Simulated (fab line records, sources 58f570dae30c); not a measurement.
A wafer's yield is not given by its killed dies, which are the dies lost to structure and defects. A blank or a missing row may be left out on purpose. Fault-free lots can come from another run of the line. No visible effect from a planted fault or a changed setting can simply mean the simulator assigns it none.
Which tool is to blame?    flow berkeley cmos170    42 wafers from 14 lots sampled at 5 of the route's 331 steps

== WHAT THE GAUGES READ, wafer by wafer ==
The record lacks any reading of a measuring or inspecting step that a usual standard deviation could be used to judge.

== WHAT TOOL EACH LOT RAN ON (gives the tool, then ch and the chambers of the sampled wafers, and finally the start) ==
lot   UCB170_NWELL_ETCH_13               UCB170_NWELL_STRIP_15                UCB170_CONTACT_RTA_08             UCB170_CONTACT_ETCH_18                         UCB170_M1_ETCH_11
L898  rie diel-03 ch 0,2,3, day 2 09:07  plasma asher-03 ch 1, day 2 09:32    rtp anneal-02 ch 0, day 7 06:56   rie diel-04 ch 0,1,2, day 7 09:56 or earlier   rie diel-02 ch 0,2,3, day 7 09:56
L899  rie diel-01 ch 0,1, day 2 15:02    plasma asher-03 ch 0,1, day 2 15:17  rtp anneal-02 ch 0, day 7 08:19   rie diel-01 ch 0,1,3, day 7 11:41 or earlier   rie diel-03 ch 0,1,2, day 7 11:41
L900  rie diel-02 ch 0,2, day 2 15:46    plasma asher-02 ch 0,1, day 2 16:03  rtp anneal-01 ch 0, day 7 08:20   rie diel-01 ch 1,2, day 7 11:20 or earlier     rie diel-04 ch 0,1,2, day 7 11:20
L901  rie diel-02 ch 0,2, day 2 21:25    plasma asher-03 ch 0,1, day 2 21:40  rtp anneal-01 ch 0, day 7 06:31   rie diel-01 ch 2,3, day 7 09:29 or earlier     rie diel-03 ch 0,2,3, day 7 09:29
L902  rie diel-02 ch 0,1,2, day 3 07:23  plasma asher-03 ch 0,1, day 3 07:40  rtp anneal-01 ch 0, day 8 09:02   rie diel-03 ch 1,2,3, day 8 14:14 or earlier   rie diel-02 ch 2,3, day 8 14:14
L903  rie diel-03 ch 0,2,3, day 3 10:56  plasma asher-02 ch 0,1, day 3 11:12  rtp anneal-01 ch 0, day 8 12:23   rie diel-04 ch 0,1,2, day 8 17:41 or earlier   rie diel-04 ch 1,2,3, day 8 17:41
L904  rie diel-03 ch 0,2,3, day 3 16:56  plasma asher-02 ch 0, day 3 17:11    rtp anneal-02 ch 0, day 8 12:23   rie diel-03 ch 1,2,3, day 8 17:14 or earlier   rie diel-02 ch 0,1,2, day 8 17:14
L905  rie diel-01 ch 1,2,3, day 4 03:22  plasma asher-02 ch 0,1, day 4 03:38  rtp anneal-02 ch 0, day 8 21:05   rie diel-03 ch 2,3, day 9 00:17 or earlier     rie diel-03 ch 0,1,2, day 9 00:17
L912  rie diel-03 ch 0,1,3, day 5 01:37  plasma asher-03 ch 0,1, day 5 01:52  rtp anneal-02 ch 0, day 9 23:44   rie diel-01 ch 0,2, day 10 04:37 or earlier    rie diel-03 ch 0,1, day 10 04:37
L913  rie diel-03 ch 0,1, day 5 14:33    plasma asher-02 ch 0,1, day 5 14:48  rtp anneal-01 ch 0, day 10 02:02  rie diel-01 ch 0,1,2, day 10 06:22 or earlier  rie diel-04 ch 1,3, day 10 06:22
L915  rie diel-02 ch 1,2, day 5 21:32    plasma asher-02 ch 0,1, day 5 21:47  rtp anneal-02 ch 0, day 10 13:53  rie diel-03 ch 0,2,3, day 10 19:30 or earlier  rie diel-04 ch 0,1, day 10 19:30
L916  rie diel-02 ch 0,1, day 6 00:58    plasma asher-02 ch 0,1, day 6 01:16  rtp anneal-01 ch 0, day 10 13:39  rie diel-04 ch 1,2,3, day 10 18:46 or earlier  rie diel-02 ch 1,2, day 10 18:46
L917  rie diel-01 ch 0,2, day 6 01:42    plasma asher-03 ch 0, day 6 01:57    rtp anneal-02 ch 0, day 10 13:38  rie diel-03 ch 1,3, day 10 18:19 or earlier    rie diel-03 ch 2,3, day 10 18:19
L920  rie diel-02 ch 0,3, day 6 21:56    plasma asher-03 ch 0,1, day 6 22:11  rtp anneal-02 ch 0, day 11 14:26  rie diel-01 ch 1,3, day 11 17:18 or earlier    rie diel-04 ch 0,1,3, day 11 17:18
- UCB170_NWELL_ETCH_13: etches Si3N4 in CH3F/Ar/O2, stops on SiO2, target depth 246.4 nm, time 154 s.
- UCB170_NWELL_STRIP_15: strips in O2.
- UCB170_CONTACT_RTA_08: time 10 s.
- UCB170_CONTACT_ETCH_18: etches PSG in CHF3/CF4/Ar, stops on TiSi2, target depth 840 nm, time 195 s.
- UCB170_M1_ETCH_11: etches BARC in N2/H2.

== AS READ BY THE TOOLS THEMSELVES (means over the sampled wafers that have a number; for cases with no such wafer, the mark the record gives instead) ==
UCB170_NWELL_ETCH_13.
lot   tool         drypump motor current A (A)  oes product au (a.u.)  throttle valve pct (%)
L898  rie diel-03  6.0                          0.936                  8.04
L899  rie diel-01  5.2                          0.934                  8.14
L900  rie diel-02  6.1                          0.940                  8.01
L901  rie diel-02  6.2                          0.928                  8.03
L902  rie diel-02  6.0                          0.941                  8.06
L903  rie diel-03  5.9                          0.944                  8.04
L904  rie diel-03  6.0                          0.942                  8.04
L905  rie diel-01  5.7                          0.923                  8.04
L912  rie diel-03  5.9                          0.891                  8.02
L913  rie diel-03  6.1                          0.891                  8.03
L915  rie diel-02  5.9                          0.940                  8.11
L916  rie diel-02  5.8                          0.942                  8.03
L917  rie diel-01  5.2                          0.933                  8.13
L920  rie diel-02  5.6                          0.938                  8.04

UCB170_NWELL_STRIP_15.
lot   tool             drypump motor current A (A)  oes product au (a.u.)  strip time to endpoint s (s)
L898  plasma asher-03  6.3                          0.725                  17.99
L899  plasma asher-03  6.2                          0.724                  17.99
L900  plasma asher-02  5.7                          0.722                  17.96
L901  plasma asher-03  6.2                          0.721                  18.08
L902  plasma asher-03  6.2                          0.715                  18.05
L903  plasma asher-02  6.0                          0.721                  18.01
L904  plasma asher-02  5.5                          0.718                  18.11
L905  plasma asher-02  5.7                          0.722                  18.19
L912  plasma asher-03  6.1                          0.721                  17.70
L913  plasma asher-02  6.0                          0.716                  17.79
L915  plasma asher-02  5.7                          0.718                  17.96
L916  plasma asher-02  6.0                          0.719                  18.10
L917  plasma asher-03  6.1                          0.723                  18.01
L920  plasma asher-03  6.2                          0.721                  18.05

UCB170_CONTACT_RTA_08.
lot   tool           lamp power pct (%)  wafer_temp_C_max
L898  rtp anneal-02  29                  904.5
L899  rtp anneal-02  29                  904.2
L900  rtp anneal-01  21                  905.4
L901  rtp anneal-01  21                  906.9
L902  rtp anneal-01  21                  906.8
L903  rtp anneal-01  21                  906.8
L904  rtp anneal-02  29                  904.3
L905  rtp anneal-02  29                  904.8
L912  rtp anneal-02  29                  903.8
L913  rtp anneal-01  21                  907.0
L915  rtp anneal-02  29                  904.2
L916  rtp anneal-01  21                  906.2
L917  rtp anneal-02  29                  904.0
L920  rtp anneal-02  29                  904.7

UCB170_CONTACT_ETCH_18.
lot   tool         drypump motor current A (A)  oes product au (a.u.)  throttle valve pct (%)
L898  rie diel-04  5.8                          0.898                  6.89
L899  rie diel-01  5.4                          0.884                  6.94
L900  rie diel-01  5.7                          0.884                  6.95
L901  rie diel-01  5.5                          0.890                  6.88
L902  rie diel-03  6.2                          0.883                  6.88
L903  rie diel-04  5.8                          0.899                  6.91
L904  rie diel-03  6.2                          0.881                  6.88
L905  rie diel-03  6.3                          0.890                  6.89
L912  rie diel-01  5.0                          0.885                  7.00
L913  rie diel-01  5.4                          0.887                  6.97
L915  rie diel-03  6.0                          0.900                  6.90
L916  rie diel-04  5.6                          0.907                  6.82
L917  rie diel-03  6.1                          0.886                  6.88
L920  rie diel-01  5.7                          0.869                  6.87

UCB170_M1_ETCH_11.
lot   tool         drypump motor current A (A)  oes product au (a.u.)  throttle valve pct (%)
L898  rie diel-02  5.9                          0.998                  13.35
L899  rie diel-03  6.1                          0.982                  13.27
L900  rie diel-04  5.8                          0.995                  13.25
L901  rie diel-03  6.0                          0.995                  13.26
L902  rie diel-02  6.1                          0.992                  13.38
L903  rie diel-04  5.6                          1.010                  13.13
L904  rie diel-02  6.0                          0.992                  13.31
L905  rie diel-03  6.2                          0.969                  13.25
L912  rie diel-03  5.9                          0.979                  13.27
L913  rie diel-04  5.5                          1.034                  13.11
L915  rie diel-04  6.0                          1.009                  13.23
L916  rie diel-02  5.9                          1.001                  13.31
L917  rie diel-03  6.0                          1.016                  13.20
L920  rie diel-04  5.7                          1.020                  13.24

== THE ANSWER, worked out from the rows above alone ==
Rule: the lots themselves supply what counts as usual. The widest of any qualifying gaps counts: lots, ordered by their means at a reading, are off when they make up no more than a third of the lots, leave a main group of 4 or more, and stand apart from it by 3 or more times the standard deviation of that group's means. Not used: any main group whose means are identical at the precision the tables above print for the reading. Also off: a lot with no number at a reading for which 4 or more lots have one. The other lots that the step has rows for count as sound. Order of review: gauges by route order, followed by the tools' own readings, for which a lot's mean as printed above is used. At the first step where some lot is off, the reading lying furthest off is the one used; lots without a number count as furthest.
Off: L912, L913, at UCB170_NWELL_ETCH_13 (oes product au). Main group: mean 0.937 a.u., sd 0.006.
A tool fits if, at that step or a process step before it, it ran every lot that is off, and no sound lot after the first of them. One fits: rie diel-03 at UCB170_NWELL_ETCH_13. A fault onset in the window from L904 (day 3 16:56, its last sound lot) to L912 (day 5 01:37, its first lot off) fits.
On the lots that are off, the tool's own readings at UCB170_NWELL_ETCH_13 differ by more than 5 times the standard deviation of the sound lots' means, which bears it out; oes product au reads 0.891 a.u. there versus 0.937 a.u. on the sound lots.

== WHAT THE SIMULATOR HAD INSERTED ==
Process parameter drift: rie diel-03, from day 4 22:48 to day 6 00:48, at UCB170_NWELL_ETCH_13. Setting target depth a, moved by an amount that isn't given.
Lots struck among those shown: L912, L913. This agrees with what the rule above found.
